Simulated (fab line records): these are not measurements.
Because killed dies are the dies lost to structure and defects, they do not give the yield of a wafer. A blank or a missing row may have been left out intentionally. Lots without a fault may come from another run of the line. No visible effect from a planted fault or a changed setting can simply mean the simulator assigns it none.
Which tool is to blame? ; flow rit-cmos ; 42 wafers from 14 lots sampled at 2 of the route's 202 steps

== WHAT EACH GAUGE READ, for each wafer ==
No reading from a measuring or inspecting step in the record can be judged against a usual standard deviation.

== EACH LOT AND THE TOOL THAT RAN IT (in order: tool; ch and the chambers of the sampled wafers; start) ==
lot;RIT_M1_METAL_ETCH_12;RIT_M1_PROBE_99
L299;rie-metal-01 ch 0,1, day 3 08:55;prober-02, day 3 14:32
L300;rie-metal-04 ch 0,1, day 3 11:38;prober-01, day 3 14:32
L301;rie-metal-02 ch 0,1, day 3 15:56;prober-01, day 3 18:14
L302;rie-metal-01 ch 1, day 3 23:19;prober-02, day 4 01:44
L303;rie-metal-04 ch 1, day 4 06:59;prober-01, day 4 09:14
L304;rie-metal-02 ch 0,1, day 4 09:46;prober-02, day 4 12:04
L309;rie-metal-04 ch 0,1, day 5 13:32;prober-01, day 5 17:15
L312;rie-metal-04 ch 0,1, day 6 01:29;prober-02, day 6 03:44
L314;rie-metal-01 ch 0,1, day 6 14:25;prober-02, day 6 16:40
L315;rie-metal-01 ch 0,1, day 6 16:26;prober-01, day 6 18:41
L317;rie-metal-01 ch 0,1, day 7 02:04;prober-01, day 7 04:19
L319;rie-metal-01 ch 0,1, day 7 11:14;prober-01, day 7 13:36
L320;rie-metal-02 ch 0,1, day 7 15:40;prober-02, day 7 19:40
L322;rie-metal-01 ch 0,1, day 8 01:31;prober-02, day 8 03:46
- RIT_M1_METAL_ETCH_12: etches Al in Cl2/BCl3, stops on SiO2, time 165 s, target depth 600 nm.
- RIT_M1_PROBE_99

== WHAT THE TOOLS THEMSELVES READ (means of the sampled wafers that have a number; where no wafer has one, the mark that the record gives instead) ==
RIT_M1_METAL_ETCH_12. Usual: drypump-motor-current-A 5.5 A, standard deviation 0.3; oes-product-au 0.792 a.u., standard deviation 0.011; run-length-s 193.4 s, standard deviation 0.55; throttle-valve-pct 8.29 %, standard deviation 0.058.
lot;tool;drypump-motor-current-A (A);oes-product-au (a.u.);run-length-s (s);throttle-valve-pct (%);flag
L299;rie-metal-01;5.2;0.788;193.7;8.26;
L300;rie-metal-04;5.6;0.804;192.9;8.28;
L301;rie-metal-02;5.7;0.792;193.5;8.33;
L302;rie-metal-01;5.8;0.781;193.7;8.23;
L303;rie-metal-04;5.5;0.807;193.5;8.23;
L304;rie-metal-02;5.6;0.800;193.4;8.34;
L309;rie-metal-04;5.6;0.970;166.4;8.30;OFF
L312;rie-metal-04;5.6;0.964;166.4;8.31;OFF
L314;rie-metal-01;5.6;0.782;193.7;8.24;
L315;rie-metal-01;5.6;0.788;193.8;8.24;
L317;rie-metal-01;5.6;0.782;193.5;8.24;
L319;rie-metal-01;5.5;0.787;193.8;8.24;
L320;rie-metal-02;5.7;0.795;193.3;8.32;
L322;rie-metal-01;5.2;0.785;193.8;8.27;

RIT_M1_PROBE_99. Usual: defect-limited-yield 97.4 %, standard deviation 1.1; killed-at-contacts 0.1, standard deviation 0.27; killed-at-front-end 7, standard deviation 3; killed-dies 7.0, standard deviation 3; killed-open 3.5, standard deviation 2.1; killed-short 3.4, standard deviation 1.9; sort_bin_3_pad_short 0.1 %, standard deviation 0.19; sort_bin_5_function 1.4 %, standard deviation 0.77; sort_bin_6_memory 1.1 %, standard deviation 0.72; sort-n-pass 257.0, standard deviation 3; sort-yield-pct 97.4 %, standard deviation 1.1.
lot;tool;defect-limited-yield (%);killed-at-contacts;killed-at-front-end;killed-dies;killed-open;killed-short;sort_bin_3_pad_short (%);sort_bin_5_function (%);sort_bin_6_memory (%);sort-n-pass;sort-yield-pct (%);flag
L299;prober-02;96.5;0.0;9;9.3;4.0;5.3;0.1;2.3;1.1;254.7;96.5;
L300;prober-01;97.3;0.0;7;7.0;3.7;3.3;0.1;1.5;1.0;257.0;97.3;
L301;prober-01;98.2;0.0;5;4.7;2.3;2.3;0.1;1.0;0.6;259.3;98.2;
L302;prober-02;97.6;0.0;6;6.3;4.0;2.3;0.1;1.5;0.8;257.7;97.6;
L303;prober-01;98.5;0.0;4;4.0;2.0;2.0;0.0;1.0;0.5;260.0;98.5;
L304;prober-02;96.1;0.0;10;10.3;3.7;6.0;0.1;1.9;1.9;253.7;96.1;
L309;prober-01;95.8;0.3;11;11.0;5.0;6.0;0.1;2.5;1.5;253.0;95.8;
L312;prober-02;96.1;0.3;10;10.3;5.3;5.0;0.1;2.3;1.5;253.7;96.1;
L314;prober-02;97.4;0.0;7;6.7;3.7;3.0;0.0;1.5;1.0;257.3;97.4;
L315;prober-01;97.8;0.3;5;5.7;2.3;3.3;0.1;1.0;1.0;258.3;97.8;
L317;prober-01;97.5;0.0;7;6.7;3.7;3.0;0.1;1.5;0.9;257.3;97.5;
L319;prober-01;97.2;0.3;7;7.3;3.0;4.3;0.0;1.2;1.5;256.7;97.2;
L320;prober-02;97.2;0.0;7;7.3;3.0;4.3;0.1;1.8;0.9;256.7;97.2;
L322;prober-02;97.7;0.0;6;6.0;2.3;3.7;0.1;1.4;0.8;258.0;97.7;

== THE ANSWER, worked out from the rows above alone ==
Rule: a lot is off if the mean of its wafers that have a number lies more than 3 standard deviations from the usual mean. A lot without any number at a reading at which 4 lots or more have one is off too. All remaining lots with rows at the step are treated as sound. First the gauges in route order, then the tools' own readings, where a lot's mean is used as printed above. At the first step where some lot is off, the reading lying furthest off is the one used; lots without a number count as furthest.
Off, at RIT_M1_METAL_ETCH_12 on run-length-s: L309, L312.
If a tool, at that step or one of the process steps before it, ran each lot that is off and ran no sound lot following the first of them, it fits. One fits: rie-metal-04 at RIT_M1_METAL_ETCH_12. A fault onset in the window from L303 (day 4 06:59, its last sound lot) to L309 (day 5 13:32, its first lot off) fits.
The tool's own readings at RIT_M1_METAL_ETCH_12 bear it out: on the lots that are off they differ by more than 5 times the standard deviation of the sound lots' means. oes-product-au reads 0.967 a.u. there against 0.791 a.u. on the sound lots; run-length-s reads 166.4 s there against 193.6 s on the sound lots.

== WHAT HAD BEEN PUT IN BY THE SIMULATOR ==
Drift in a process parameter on rie-metal-04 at RIT_M1_METAL_ETCH_12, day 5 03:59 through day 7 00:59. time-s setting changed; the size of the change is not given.
Shown lots that were struck: L309, L312. The rule given above showed the same thing.
